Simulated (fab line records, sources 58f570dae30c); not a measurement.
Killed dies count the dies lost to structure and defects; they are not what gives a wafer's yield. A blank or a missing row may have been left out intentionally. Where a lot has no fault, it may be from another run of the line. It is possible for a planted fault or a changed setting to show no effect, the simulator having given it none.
fab line records ; flow berkeley_cmos170 ; part 1 of 2: steps 1 to 29 of 41
record: lots: 5; wafers: 15; last_day: 13
route steps=331 shown PVT@116 GATE@125 FIELD@126 PLDD@145
lots with no fault: from the same line, run without faults
start_h: hours from the record's first day to the start of the lot's first wafer shown ; wait_h: how many hours have passed since the lot's step before this one ; " the same as in the row above ; L1.1+2: a single row standing in for several wafers ; - value missing, or start not given ; * or withheld: withheld ; < > ~ a bound
route shown NAME@n: a module of which the file shows steps, and the number in the route of the first ; usual: mean/standard deviation of fault-free wafers ; same: alike in all rows ; chamber/n: place in a boat ; sites: per-site readings ; _std_site: standard deviation across them ; _edge_site: outer sites' mean less inner sites' ; radius_mm: for every site, how far away it sits from the centre of the wafer ; mask NAME#n: copy n ; behind: the most recent tool/chamber to have shaped the wafer ; hold: why the lot was held/for how many hours/how that ended ; device: names the non-switching transistor (n, p or np) ; end of line: tests run on the same wafers once the route is complete ; a step with no rows: only its recipe ; killed: dies lost to structure and defects at the first sort, not the wafer's yield ; map: a wafer's dies, marking killed ones x, the rest . and places with no die _
set.NAME: the setting the step ran with; set.NAME@STEP: the setting that earlier step ran with ; model.NAME: the simulator's own value behind a step, which no gauge read
lots seen at some steps along the route; tables by step, rows by wafer
services: from which hour (start_h, from the record's first day; less than 0 if before it) a tool's chamber was out of use, for how many hours, and why
== steps ==
step: UCB170_PVT_COAT_01
recipe: resist: KrF; spin_rpm: 1500; resist_thk_nm: 900
usual: spin_speed_rpm: 1499.8/0.98
lot.wafer;tool;chamber;start_h;wait_h;spin_speed_rpm
L075.1;litho_track-04;0;150.62;0.1;1498.2
L075.4;litho_track-04;0;150.62;0.1;1499.7
L075.6;litho_track-04;0;150.62;0.1;1499.9
L082.2;litho_track-02;0;184.60;0.1;1501.0
L082.3;litho_track-02;0;184.60;0.1;1500.2
L082.6;litho_track-02;0;184.60;0.1;1500.3
L092.1;litho_track-01;0;218.84;0.1;1500.0
L092.5;litho_track-01;0;218.84;0.1;1501.3
L092.6;litho_track-01;0;218.84;0.1;1501.6
L093.1;litho_track-02;0;238.66;0.1;1499.8
L093.2;litho_track-02;0;238.66;0.1;1500.4
L093.6;litho_track-02;0;238.66;0.1;1500.1
L096.3;litho_track-02;0;255.09;0.1;1498.1
L096.4;litho_track-02;0;255.09;0.1;1500.4
L096.5;litho_track-02;0;255.09;0.1;1501.1
step: UCB170_PVT_SOFTBAKE_02
recipe: resist: KrF; temp_c: 130; time_s: 60
lot.wafer;tool;chamber;start_h;wait_h
L075.1+4+6;litho_track-04;0;150.77;0.1
L082.2+3+6;litho_track-02;0;184.75;0.1
L092.1+5+6;litho_track-01;0;218.99;0.1
L093.1+2+6;litho_track-02;0;238.81;0.1
L096.3+4+5;litho_track-02;0;255.24;0.1
step: UCB170_PVT_EXPOSE_03
recipe: mask_id: NWELL; target_cd_nm: 3000; na: 0.5; sigma_outer: 0.6; source_shape: conventional; dose_mj: 30
same: sigma_outer: 0.6
lot.wafer;tool;chamber;start_h;wait_h;mask
L075.1+4+6;krf_scanner-02;0;151.08;0.3;NWELL#0
L082.2+3+6;krf_scanner-02;0;184.89;0.1;NWELL#0
L092.1+5+6;krf_scanner-02;0;219.27;0.2;NWELL#0
L093.1+2+6;krf_scanner-02;0;239.08;0.2;NWELL#0
L096.3+4+5;krf_scanner-01;0;255.59;0.3;NWELL#0
step: UCB170_PVT_PEB_04
recipe: peb_temp_c: 130; peb_time_s: withheld; resist: KrF
lot.wafer;tool;chamber;start_h;wait_h
L075.1+4+6;litho_track-01;0;151.32;0.2
L082.2+3+6;litho_track-04;0;185.01;0.1
L092.1+5+6;litho_track-01;0;220.04;0.8
L093.1+2+6;litho_track-02;0;239.41;0.3
L096.3+4+5;litho_track-04;0;255.72;0.1
step: UCB170_PVT_DEVELOP_05
recipe: developer: TMAH; develop_time_s: 45; resist: KrF; dev_temp_c: 21
usual: developer_temp_C: 21.00/0.1
same: develop_time_s: 45
lot.wafer;tool;chamber;start_h;wait_h;developer_temp_C
L075.1;litho_track-01;0;-;-;20.88
L075.4;litho_track-01;0;-;-;20.79
L075.6;litho_track-01;0;-;-;20.92
L082.2;litho_track-04;0;-;-;20.99
L082.3;litho_track-04;0;-;-;21.12
L082.6;litho_track-04;0;-;-;20.95
L092.1;litho_track-01;0;-;-;20.98
L092.5;litho_track-01;0;-;-;20.89
L092.6;litho_track-01;0;-;-;20.85
L093.1;litho_track-02;0;-;-;21.14
L093.2;litho_track-02;0;-;-;20.99
L093.6;litho_track-02;0;-;-;21.03
L096.3;litho_track-04;0;-;-;21.15
L096.4;litho_track-04;0;-;-;21.07
L096.5;litho_track-04;0;-;-;21.17
step: UCB170_PVT_OVL_MEAS_06
usual: PVT_OVL: -4/5.4
lot.wafer;tool;chamber;start_h;wait_h;PVT_OVL[nm]
L075.1;overlay-02;-;151.60;-;1
L075.4;overlay-02;-;151.60;-;-8
L075.6;overlay-02;-;151.60;-;5
L082.2;overlay-02;-;185.27;-;-7
L082.3;overlay-02;-;185.27;-;-6
L082.6;overlay-02;-;185.27;-;-4
L092.1;overlay-02;-;220.32;-;-10
L092.5;overlay-02;-;220.32;-;-12
L092.6;overlay-02;-;220.32;-;-5
L093.1;overlay-02;-;239.68;-;-1
L093.2;overlay-02;-;239.68;-;-2
L093.6;overlay-02;-;239.68;-;-7
L096.3;overlay-01;-;255.96;-;-8
L096.4;overlay-01;-;255.96;-;3
L096.5;overlay-01;-;255.96;-;-10
step: UCB170_PVT_IMPLANT_07
recipe: species: P; dose_cm2: 2e+12; energy_kev: 30; tilt_deg: 7
lot.wafer;tool;chamber;start_h;wait_h
L075.1+4+6;implanter-03;0;151.63;0.0
L082.2+3+6;implanter-01;0;185.33;0.0
L092.1+5+6;implanter-04;0;220.35;0.0
L093.1+2+6;implanter-04;0;239.72;0.0
L096.3+4+5;implanter-04;0;256.03;0.1
step: UCB170_PVT_STRIP_08
recipe: chemistry: O2; power_w: 400; pressure_mtorr: 3500; platen_temp_c: withheld; o2_flow_sccm: 400; overash_fraction: 0.5
usual: drypump_motor_current_A: 5.5/0.45; oes_product_au: 0.735/0.0045; strip_time_to_endpoint_s: 21.60/0.071
lot.wafer;tool;chamber;start_h;wait_h;drypump_motor_current_A;oes_product_au;rf_hours_counter_h;strip_time_to_endpoint_s
L075.1;plasma_asher-04;1;151.78;0.1;5.2;0.724;4;21.57
L075.4;plasma_asher-04;1;151.78;0.1;5.3;0.735;-;21.54
L075.6;plasma_asher-04;1;151.78;0.1;5.2;0.734;-;21.51
L082.2;plasma_asher-01;0;185.45;0.1;5.3;0.733;47;21.56
L082.3;plasma_asher-01;1;185.45;0.1;6.1;0.734;-;21.55
L082.6;plasma_asher-01;1;185.45;0.1;6.2;0.731;-;21.53
L092.1;plasma_asher-01;1;220.50;0.1;6.2;0.737;51;21.63
L092.5;plasma_asher-01;0;220.50;0.1;5.3;0.738;-;21.64
L092.6;plasma_asher-01;1;220.50;0.1;6.2;0.729;-;21.64
L093.1;plasma_asher-04;0;239.87;0.1;5.0;0.727;13;21.55
L093.2;plasma_asher-04;1;239.87;0.1;5.3;0.740;13;21.57
L093.6;plasma_asher-04;1;239.87;0.1;5.3;0.739;-;21.57
L096.3;plasma_asher-01;0;256.17;0.1;5.3;0.735;-;21.56
L096.4;plasma_asher-01;1;256.17;0.1;6.1;0.733;-;21.51
L096.5;plasma_asher-01;0;256.17;0.1;5.3;0.731;-;21.47
step: UCB170_PVT_TW_MEAS_09
usual: PVT_TW: 513/4.9
lot.wafer;tool;chamber;start_h;wait_h;PVT_TW
L075.1;film_metro-02;-;151.88;0.1;506
L075.4;film_metro-02;-;151.88;0.1;507
L075.6;film_metro-02;-;151.88;0.1;507
L082.2;film_metro-02;-;185.56;0.1;503
L082.3;film_metro-02;-;185.56;0.1;503
L082.6;film_metro-02;-;185.56;0.1;503
L092.1;film_metro-04;-;220.63;0.1;516
L092.5;film_metro-04;-;220.63;0.1;512
L092.6;film_metro-04;-;220.63;0.1;513
L093.1;film_metro-03;-;239.97;0.1;516
L093.2;film_metro-03;-;239.97;0.1;515
L093.6;film_metro-03;-;239.97;0.1;512
L096.3;film_metro-02;-;256.25;0.1;505
L096.4;film_metro-02;-;256.25;0.1;507
L096.5;film_metro-02;-;256.25;0.1;506
step: UCB170_GATE_WET_ETCH_00
recipe: chemistry: dHF; dilution: 25:1; target: SiO2; temp_c: 25; time_s: 200
lot.wafer;tool;chamber;start_h;wait_h
L075.1+4+6;wet_bench-04;0;151.94;0.1
L082.2+3+6;wet_bench-02;3;185.74;0.2
L092.1+5+6;wet_bench-04;2;223.24;2.6
L093.1+2+6;wet_bench-01;3;240.03;0.1
L096.3+4+5;wet_bench-01;3;256.29;0.0
step: UCB170_FIELD_THK_MEAS_91
recipe: reads: SiO2_of_FIELD_OXIDATION_01
usual: FIELD_OXIDE_LEFT_2_THK: 350/9.4
lot.wafer;tool;chamber;start_h;wait_h;FIELD_OXIDE_LEFT_2_THK[nm]
L075.1;film_metro-04;-;152.01;0.0;355
L075.4;film_metro-04;-;152.01;0.0;351
L075.6;film_metro-04;-;152.01;0.0;357
L082.2;film_metro-02;-;185.81;0.0;371
L082.3;film_metro-02;-;185.81;0.0;353
L082.6;film_metro-02;-;185.81;0.0;367
L092.1;film_metro-02;-;223.31;0.0;340
L092.5;film_metro-02;-;223.31;0.0;332
L092.6;film_metro-02;-;223.31;0.0;332
L093.1;film_metro-03;-;240.09;0.0;362
L093.2;film_metro-03;-;240.09;0.0;367
L093.6;film_metro-03;-;240.09;0.0;367
L096.3;film_metro-03;-;256.38;0.0;361
L096.4;film_metro-03;-;256.38;0.0;361
L096.5;film_metro-03;-;256.38;0.0;365
step: UCB170_GATE_OXIDATION_01
recipe: temp_c: 850; ambient: O2; target_thk_a: 66; ox_time_s: 1800
usual: spike_tc_source_C: 878.0/3
lot.wafer;tool;chamber;start_h;wait_h;spike_tc_source_C
L075.1;furnace-01;0;153.36;1.3;878.2
L075.4;furnace-01;0;153.36;1.3;878.0
L075.6;furnace-01;0;153.36;1.3;878.7
L082.2;furnace-01;0;192.01;6.2;876.5
L082.3;furnace-01;0;192.01;6.2;879.4
L082.6;furnace-01;0;192.01;6.2;879.1
L092.1;furnace-02;0;226.93;3.6;879.4
L092.5;furnace-02;0;226.93;3.6;880.4
L092.6;furnace-02;0;226.93;3.6;879.2
L093.1;furnace-02;0;245.20;5.1;879.6
L093.2;furnace-02;0;245.20;5.1;878.7
L093.6;furnace-02;0;245.20;5.1;878.7
L096.3;furnace-02;0;263.13;6.7;877.3
L096.4;furnace-02;0;263.13;6.7;880.0
L096.5;furnace-02;0;263.13;6.7;878.5
step: UCB170_GATE_THK_MEAS_02
recipe: reads: SiO2_of_GATE_OXIDATION_01
usual: GATE_OXIDE_THK: 6.57/0.12
lot.wafer;tool;chamber;start_h;wait_h;GATE_OXIDE_THK[nm]
L075.1;film_metro-01;-;154.86;0.0;6.70
L075.4;film_metro-01;-;154.86;0.0;6.56
L075.6;film_metro-01;-;154.86;0.0;6.71
L082.2;film_metro-03;-;193.52;0.0;6.71
L082.3;film_metro-03;-;193.52;0.0;6.74
L082.6;film_metro-03;-;193.52;0.0;6.69
L092.1;film_metro-04;-;228.43;0.0;6.56
L092.5;film_metro-04;-;228.43;0.0;6.65
L092.6;film_metro-04;-;228.43;0.0;6.56
L093.1;film_metro-03;-;246.70;0.0;6.54
L093.2;film_metro-03;-;246.70;0.0;6.61
L093.6;film_metro-03;-;246.70;0.0;6.67
L096.3;film_metro-03;-;264.65;0.0;6.40
L096.4;film_metro-03;-;264.65;0.0;6.53
L096.5;film_metro-03;-;264.65;0.0;6.65
step: UCB170_GATE_ANNEAL_03
recipe: temp_c: 900; time_s: 1800; ambient: N2
usual: spike_tc_source_C: 928/3.9
lot.wafer;tool;chamber;start_h;wait_h;spike_tc_source_C
L075.1;furnace-01;0;160.46;5.6;929
L075.4;furnace-01;0;160.46;5.6;931
L075.6;furnace-01;0;160.46;5.6;927
L082.2;furnace-01;0;197.71;4.2;928
L082.3;furnace-01;0;197.71;4.2;930
L082.6;furnace-01;0;197.71;4.2;931
L092.1;furnace-04;0;232.99;4.5;921
L092.5;furnace-04;0;232.99;4.5;921
L092.6;furnace-04;0;232.99;4.5;919
L093.1;furnace-02;0;252.03;5.3;930
L093.2;furnace-02;0;252.03;5.3;931
L093.6;furnace-02;0;252.03;5.3;930
L096.3;furnace-02;0;271.31;6.7;929
L096.4;furnace-02;0;271.31;6.7;929
L096.5;furnace-02;0;271.31;6.7;931
step: UCB170_GATE_CVD_04
recipe: material: poly-Si; temp_c: 610; precursor: SiH4; time_s: 1440; pressure_mtorr: 375; target_thk_nm: 214; sih4_flow_sccm: 120
usual: spike_tc_source_C: 630/3.3
lot.wafer;tool;chamber;start_h;wait_h;spike_tc_source_C
L075.1;lpcvd-02;1;163.09;1.1;628
L075.4;lpcvd-02;1;163.09;1.1;628
L075.6;lpcvd-02;1;163.09;1.1;627
L082.2;lpcvd-02;0;199.41;0.2;636
L082.3;lpcvd-02;0;199.41;0.2;634
L082.6;lpcvd-02;0;199.41;0.2;633
L092.1;lpcvd-01;1;236.27;1.8;633
L092.5;lpcvd-01;1;236.27;1.8;634
L092.6;lpcvd-01;1;236.27;1.8;634
L093.1;lpcvd-02;1;253.53;0.0;626
L093.2;lpcvd-02;1;253.53;0.0;627
L093.6;lpcvd-02;1;253.53;0.0;628
L096.3;lpcvd-01;1;272.81;0.0;633
L096.4;lpcvd-01;1;272.81;0.0;633
L096.5;lpcvd-01;1;272.81;0.0;635
step: UCB170_GATE_THK_MEAS_05
recipe: reads: poly-Si_of_GATE_CVD_04
usual: GATE_POLY_THK: 213.7/2
lot.wafer;tool;chamber;start_h;wait_h;GATE_POLY_THK[nm]
L075.1;film_metro-01;-;164.49;0.0;213.9
L075.4;film_metro-01;-;164.49;0.0;214.3
L075.6;film_metro-01;-;164.49;0.0;215.9
L082.2;film_metro-01;-;200.82;0.0;216.4
L082.3;film_metro-01;-;200.82;0.0;215.8
L082.6;film_metro-01;-;200.82;0.0;214.3
L092.1;film_metro-03;-;237.70;0.0;213.8
L092.5;film_metro-03;-;237.70;0.0;213.9
L092.6;film_metro-03;-;237.70;0.0;212.9
L093.1;film_metro-04;-;254.93;0.0;214.4
L093.2;film_metro-04;-;254.93;0.0;212.1
L093.6;film_metro-04;-;254.93;0.0;212.7
L096.3;film_metro-01;-;274.23;0.0;213.8
L096.4;film_metro-01;-;274.23;0.0;213.1
L096.5;film_metro-01;-;274.23;0.0;212.3
step: UCB170_GATE_COAT_06
recipe: resist: BARC; temp_c: withheld; time_s: withheld; spin_rpm: 3000; resist_thk_nm: withheld
usual: spin_speed_rpm: 2999.9/2
lot.wafer;tool;chamber;start_h;wait_h;spin_speed_rpm
L075.1;litho_track-01;0;164.55;0.1;2997.3
L075.4;litho_track-01;0;164.55;0.1;2999.7
L075.6;litho_track-01;0;164.55;0.1;2999.8
L082.2;litho_track-02;0;200.89;0.1;3003.2
L082.3;litho_track-02;0;200.89;0.1;3000.4
L082.6;litho_track-02;0;200.89;0.1;3001.4
L092.1;litho_track-01;0;238.18;0.5;2998.8
L092.5;litho_track-01;0;238.18;0.5;3001.3
L092.6;litho_track-01;0;238.18;0.5;2997.1
L093.1;litho_track-01;0;254.99;0.1;3001.0
L093.2;litho_track-01;0;254.99;0.1;3001.4
L093.6;litho_track-01;0;254.99;0.1;2998.4
L096.3;litho_track-01;0;274.32;0.1;2998.3
L096.4;litho_track-01;0;274.32;0.1;2998.7
L096.5;litho_track-01;0;274.32;0.1;2998.1
step: UCB170_GATE_COAT_07
recipe: resist: KrF; spin_rpm: 1500; resist_thk_nm: 900
usual: spin_speed_rpm: 1500.1/1
lot.wafer;tool;chamber;start_h;wait_h;spin_speed_rpm
L075.1;litho_track-01;0;-;-;1500.3
L075.4;litho_track-01;0;-;-;1499.6
L075.6;litho_track-01;0;-;-;1501.5
L082.2;litho_track-02;0;-;-;1499.8
L082.3;litho_track-02;0;-;-;1503.3
L082.6;litho_track-02;0;-;-;1501.7
L092.1;litho_track-01;0;-;-;1501.0
L092.5;litho_track-01;0;-;-;1502.4
L092.6;litho_track-01;0;-;-;1500.9
L093.1;litho_track-01;0;-;-;1499.7
L093.2;litho_track-01;0;-;-;1498.2
L093.6;litho_track-01;0;-;-;1498.6
L096.3;litho_track-01;0;-;-;1499.8
L096.4;litho_track-01;0;-;-;1498.0
L096.5;litho_track-01;0;-;-;1501.1
step: UCB170_GATE_SOFTBAKE_08
recipe: resist: KrF; temp_c: 130; time_s: 60
lot.wafer;tool;chamber;start_h;wait_h
L075.1+4+6;litho_track-01;0;-;-
L082.2+3+6;litho_track-02;0;-;-
L092.1+5+6;litho_track-01;0;-;-
L093.1+2+6;litho_track-01;0;-;-
L096.3+4+5;litho_track-01;0;-;-
step: UCB170_GATE_EXPOSE_09
recipe: mask_id: POLY; target_cd_nm: 350; na: 0.5; sigma_outer: 0.6; source_shape: conventional; dose_mj: 21
same: sigma_outer: 0.6
lot.wafer;tool;chamber;start_h;wait_h;mask
L075.1+4+6;krf_scanner-02;0;165.00;-;POLY#0
L082.2+3+6;krf_scanner-02;0;201.33;-;POLY#0
L092.1+5+6;krf_scanner-01;0;238.75;-;POLY#0
L093.1+2+6;krf_scanner-01;0;255.44;-;POLY#0
L096.3+4+5;krf_scanner-02;0;274.76;-;POLY#0
step: UCB170_GATE_PEB_10
recipe: peb_temp_c: 130; peb_time_s: withheld; resist: KrF
lot.wafer;tool;chamber;start_h;wait_h
L075.1+4+6;litho_track-01;0;165.45;0.4
L082.2+3+6;litho_track-02;0;201.79;0.4
L092.1+5+6;litho_track-01;0;239.18;0.4
L093.1+2+6;litho_track-03;0;255.71;0.3
L096.3+4+5;litho_track-02;0;274.89;0.1
step: UCB170_GATE_DEVELOP_11
recipe: developer: TMAH; develop_time_s: 45; resist: KrF; dev_temp_c: 21
usual: developer_temp_C: 21.00/0.1
same: develop_time_s: 45
lot.wafer;tool;chamber;start_h;wait_h;developer_temp_C
L075.1;litho_track-01;0;-;-;20.97
L075.4;litho_track-01;0;-;-;21.01
L075.6;litho_track-01;0;-;-;21.08
L082.2;litho_track-02;0;-;-;21.14
L082.3;litho_track-02;0;-;-;21.00
L082.6;litho_track-02;0;-;-;20.93
L092.1;litho_track-01;0;-;-;20.92
L092.5;litho_track-01;0;-;-;21.02
L092.6;litho_track-01;0;-;-;21.06
L093.1;litho_track-03;0;-;-;20.93
L093.2;litho_track-03;0;-;-;20.90
L093.6;litho_track-03;0;-;-;20.93
L096.3;litho_track-02;0;-;-;20.98
L096.4;litho_track-02;0;-;-;20.99
L096.5;litho_track-02;0;-;-;21.09
step: UCB170_GATE_CD_MEAS_12
recipe: target_cd_nm: 350
usual: cd_nm: 350.5/1.3
lot.wafer;tool;chamber;start_h;wait_h;cd_nm
L075.1;cd_sem-01;-;165.72;-;351.3
L075.4;cd_sem-01;-;165.72;-;350.7
L075.6;cd_sem-01;-;165.72;-;351.9
L082.2;cd_sem-02;-;202.06;-;348.1
L082.3;cd_sem-02;-;202.06;-;347.9
L082.6;cd_sem-02;-;202.06;-;347.1
L092.1;cd_sem-01;-;240.09;-;349.1
L092.5;cd_sem-01;-;240.09;-;349.7
L092.6;cd_sem-01;-;240.09;-;350.8
L093.1;cd_sem-01;-;255.99;-;349.8
L093.2;cd_sem-01;-;255.99;-;349.2
L093.6;cd_sem-01;-;255.99;-;349.4
L096.3;cd_sem-01;-;275.15;-;350.8
L096.4;cd_sem-01;-;275.15;-;349.0
L096.5;cd_sem-01;-;275.15;-;349.6
step: UCB170_GATE_OVL_MEAS_13
usual: GATE_OVL: 7/5.3
lot.wafer;tool;chamber;start_h;wait_h;GATE_OVL[nm]
L075.1;overlay-01;-;165.84;0.1;-3
L075.4;overlay-01;-;165.84;0.1;2
L075.6;overlay-01;-;165.84;0.1;4
L082.2;overlay-02;-;202.17;0.1;8
L082.3;overlay-02;-;202.17;0.1;8
L082.6;overlay-02;-;202.17;0.1;4
L092.1;overlay-01;-;240.21;0.1;14
L092.5;overlay-01;-;240.21;0.1;17
L092.6;overlay-01;-;240.21;0.1;14
L093.1;overlay-01;-;256.11;0.1;14
L093.2;overlay-01;-;256.11;0.1;10
L093.6;overlay-01;-;256.11;0.1;14
L096.3;overlay-02;-;275.25;0.1;6
L096.4;overlay-02;-;275.25;0.1;3
L096.5;overlay-02;-;275.25;0.1;9
step: UCB170_GATE_ETCH_14
recipe: chemistry: N2/H2; target_depth_a: withheld; overetch_a: withheld; target: BARC; time_s: withheld; source_w: 500; bias_w: 100; pressure_mtorr: 30; n2_flow_sccm: 100; h2_flow_sccm: 200
usual: drypump_motor_current_A: 5.9/0.52; oes_product_au: 1.007/0.023; throttle_valve_pct: 13.34/0.18
lot.wafer;tool;chamber;start_h;wait_h;drypump_motor_current_A;oes_product_au;throttle_valve_pct
L075.1;rie_diel-03;1;165.88;0.0;6.5;0.958;13.21
L075.4;rie_diel-03;0;165.88;0.0;6.0;1.014;13.15
L075.6;rie_diel-03;0;165.88;0.0;6.0;1.020;13.16
L082.2;rie_diel-02;1;202.20;0.0;5.3;1.015;13.40
L082.3;rie_diel-02;3;202.20;0.0;5.6;1.043;13.53
L082.6;rie_diel-02;3;202.20;0.0;5.6;1.043;13.55
L092.1;rie_diel-03;2;240.24;0.0;6.2;1.017;13.37
L092.5;rie_diel-03;2;240.24;0.0;6.2;1.017;13.37
L092.6;rie_diel-03;1;240.24;0.0;6.5;0.950;13.23
L093.1;rie_diel-02;1;256.14;0.0;5.3;1.021;13.41
L093.2;rie_diel-02;3;256.14;0.0;5.6;1.038;13.54
L093.6;rie_diel-02;2;256.14;0.0;6.7;0.995;13.63
L096.3;rie_diel-02;3;275.27;0.0;5.6;1.036;13.54
L096.4;rie_diel-02;2;275.27;0.0;6.7;1.008;13.61
L096.5;rie_diel-02;1;275.27;0.0;5.3;1.035;13.40
step: UCB170_GATE_ETCH_15
recipe: chemistry: HBr/Cl2; target: poly-Si; stop_on: SiO2; over_etch_frac: 0.3; icp_w: 300; bias_w: 150; time_s: 56.3; pressure_mtorr: 15; HBr_flow_sccm: 150; Cl2_flow_sccm: 50; target_depth_a: 2782
usual: drypump_motor_current_A: 5.9/0.54; mfc_cl2_sccm: 49.99/0.14; oes_product_au: 0.836/0.012; throttle_valve_pct: 26.34/0.24
lot.wafer;tool;chamber;start_h;wait_h;drypump_motor_current_A;mfc_cl2_sccm;oes_product_au;rf_hours_counter_h;throttle_valve_pct
L075.1;rie_si-02;2;165.92;-;6.0;50.36;0.858;2;26.38
L075.4;rie_si-02;1;165.92;-;5.3;50.01;0.841;95;26.32
L075.6;rie_si-02;2;165.92;-;6.0;50.14;0.864;-;26.38
L082.2;rie_si-01;0;202.24;-;6.3;50.27;0.842;0;26.37
L082.3;rie_si-01;1;202.24;-;4.7;49.88;0.857;8;26.16
L082.6;rie_si-01;3;202.24;-;6.3;49.92;0.827;-;25.98
L092.1;rie_si-01;0;240.29;-;6.4;49.82;0.832;0;26.36
L092.5;rie_si-01;1;240.29;-;4.7;50.04;0.850;-;26.16
L092.6;rie_si-01;2;240.29;-;6.2;50.01;0.815;-;26.57
L093.1;rie_si-02;2;256.19;-;6.0;50.07;0.865;2;26.39
L093.2;rie_si-02;1;256.19;-;5.3;50.14;0.831;95;26.32
L093.6;rie_si-02;2;256.19;-;6.0;50.10;0.849;-;26.39
L096.3;rie_si-02;2;275.31;-;6.1;50.01;0.854;2;26.39
L096.4;rie_si-02;1;275.31;-;5.3;50.12;0.837;95;26.31
L096.5;rie_si-02;1;275.31;-;5.3;50.11;0.831;-;26.33
step: UCB170_GATE_STRIP_16
recipe: chemistry: O2; power_w: 400; pressure_mtorr: 3500; platen_temp_c: withheld; o2_flow_sccm: 400; overash_fraction: 0.5
usual: drypump_motor_current_A: 5.7/0.36; oes_product_au: 0.725/0.0044
lot.wafer;tool;chamber;start_h;wait_h;drypump_motor_current_A;oes_product_au;rf_hours_counter_h
L075.1;plasma_asher-02;0;165.97;0.0;6.1;0.723;45
L075.4;plasma_asher-02;0;165.97;0.0;6.1;0.723;-
L075.6;plasma_asher-02;1;165.97;0.0;5.2;0.728;-
L082.2;plasma_asher-02;1;202.29;0.0;5.2;0.721;49
L082.3;plasma_asher-02;1;202.29;0.0;5.2;0.724;-
L082.6;plasma_asher-02;1;202.29;0.0;5.2;0.729;-
L092.1;plasma_asher-02;1;240.33;0.0;5.2;0.726;52
L092.5;plasma_asher-02;1;240.33;0.0;5.2;0.733;-
L092.6;plasma_asher-02;0;240.33;0.0;6.1;0.729;-
L093.1;plasma_asher-03;1;256.23;0.0;5.6;0.726;46
L093.2;plasma_asher-03;0;256.23;0.0;5.8;0.725;46
L093.6;plasma_asher-03;0;256.23;0.0;5.8;0.727;-
L096.3;plasma_asher-02;0;275.39;0.1;6.1;0.715;-
L096.4;plasma_asher-02;1;275.39;0.1;5.2;0.727;-
L096.5;plasma_asher-02;1;275.39;0.1;5.2;0.717;-
step: UCB170_GATE_CD_MEAS_90
recipe: target_cd_nm: 350
usual: cd_nm: 350.2/1.5
lot.wafer;tool;chamber;start_h;wait_h;cd_nm
L075.1;cd_sem-02;-;166.07;0.1;350.9
L075.4;cd_sem-02;-;166.07;0.1;350.5
L075.6;cd_sem-02;-;166.07;0.1;351.6
L082.2;cd_sem-01;-;202.46;0.1;347.6
L082.3;cd_sem-01;-;202.46;0.1;346.7
L082.6;cd_sem-01;-;202.46;0.1;346.6
L092.1;cd_sem-01;-;240.81;0.4;347.9
L092.5;cd_sem-01;-;240.81;0.4;348.3
L092.6;cd_sem-01;-;240.81;0.4;349.9
L093.1;cd_sem-01;-;256.33;0.1;349.9
L093.2;cd_sem-01;-;256.33;0.1;348.6
L093.6;cd_sem-01;-;256.33;0.1;349.0
L096.3;cd_sem-02;-;275.50;0.1;350.4
L096.4;cd_sem-02;-;275.50;0.1;348.2
L096.5;cd_sem-02;-;275.50;0.1;349.2
step: UCB170_GATE_CLEAN_17
recipe: chemistry: SPM; temp_c: 120; time_s: 600
lot.wafer;tool;chamber;start_h;wait_h
L075.1+4+6;wet_bench-01;3;166.19;0.1
L082.2+3+6;wet_bench-01;3;202.56;0.1
L092.1+5+6;wet_bench-01;3;240.93;0.1
L093.1+2+6;wet_bench-01;0;256.45;0.1
L096.3+4+5;wet_bench-01;1;276.58;1.1
